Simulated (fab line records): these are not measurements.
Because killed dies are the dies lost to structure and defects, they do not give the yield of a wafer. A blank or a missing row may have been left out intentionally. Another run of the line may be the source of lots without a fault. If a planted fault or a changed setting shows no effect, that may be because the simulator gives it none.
One fault seen from 2 desks | flow berkeleyCmos170 | every desk sees just its own numbers, and what lay behind them comes last

FOR THE TOOL OWNER'S DESK: furnace-02
The tool's own readings at UCB170_ACTIVE_OXIDATION_02 (target thk 26.4 nm, ox time 1260 s): means of the sampled wafers that have a number, for each lot that ran on this tool. If a lot's mean is further than 4 standard deviations from the usual mean, the lot is out of limits and carries the mark OUT (the distance appears in the brackets).
Columns: A = oxTempC at UCB170_ACTIVE_OXIDATION_02, usual 1000.0 C; B = oxTempCMax at UCB170_ACTIVE_OXIDATION_02, usual 1006.2; C = spikeTcSourceC at UCB170_ACTIVE_OXIDATION_02, usual 1022.2 C; D = zonePowerLoadPct at UCB170_ACTIVE_OXIDATION_02, usual 33.9 %
lot  | first seen here | A      | B      | C      | D
L545 | day 5 16:16     | 1000.3 | 1006.3 | 1023.6 | 32.0
L546 | day 5 16:16     | 999.9  | 1004.8 | 1021.9 | 32.0
L547 | day 6 01:58     | 999.7  | 1005.2 | 1022.8 | 32.4
L555 | day 7 08:07     | 999.3  | 1004.4 | 1023.4 | 31.7
L560 | day 8 20:20     | 1000.2 | 1006.5 | 1022.7 | 32.0
This desk found nothing out of limits on any of the 5 lots.

THE METROLOGY DESK
What the gauges read for every lot (on any tool): the sampled wafers with a number, averaged. If a lot's mean is further than 4 standard deviations from the usual mean, the lot is out of limits and carries the mark OUT (the distance appears in the brackets).
Columns: A = PWELL_OXIDE_THK at UCB170_PWELL_THK_MEAS_03, usual 26.4 nm; B = cdNm at UCB170_ACTIVE_CD_MEAS_13, usual 1200.0 nm; C = SACOX_OXIDE_THK at UCB170_SACOX_THK_MEAS_02, usual 14.49 nm
lot  | first seen here | A    | B      | C
L539 | day 2 14:46     | 25.6 | 1199.8 | 14.73
L540 | day 3 04:46     | 25.6 | 1199.8 | 14.79
L541 | day 3 04:46     | 26.0 | 1198.5 | 14.56
L542 | day 3 14:04     | 26.4 | 1200.7 | 14.38
L545 | day 4 06:13     | 25.9 | 1202.3 | 14.63
L546 | day 4 11:40     | 26.9 | 1198.4 | 15.08
L547 | day 4 20:29     | 25.6 | 1202.0 | 14.37
L552 | day 5 20:14     | 26.6 | 1200.6 | 14.42
L555 | day 6 03:07     | 27.0 | 1201.2 | 14.57
L556 | day 6 10:29     | 26.3 | 1201.2 | -
L557 | day 6 16:10     | 26.0 | 1198.6 | -
L560 | day 7 08:53     | 26.6 | 1199.4 | 14.43
L562 | day 7 17:29     | 26.4 | 1199.6 | 14.52
L561 | day 7 17:30     | 26.4 | 1200.5 | 14.58
This desk found nothing out of limits on any of the 14 lots.

TAKEN TOGETHER
Nothing out of limits was seen by the tool owner's desk.
The metrology desk saw nothing out of limits.

WHAT THE SIMULATOR HAD INSERTED
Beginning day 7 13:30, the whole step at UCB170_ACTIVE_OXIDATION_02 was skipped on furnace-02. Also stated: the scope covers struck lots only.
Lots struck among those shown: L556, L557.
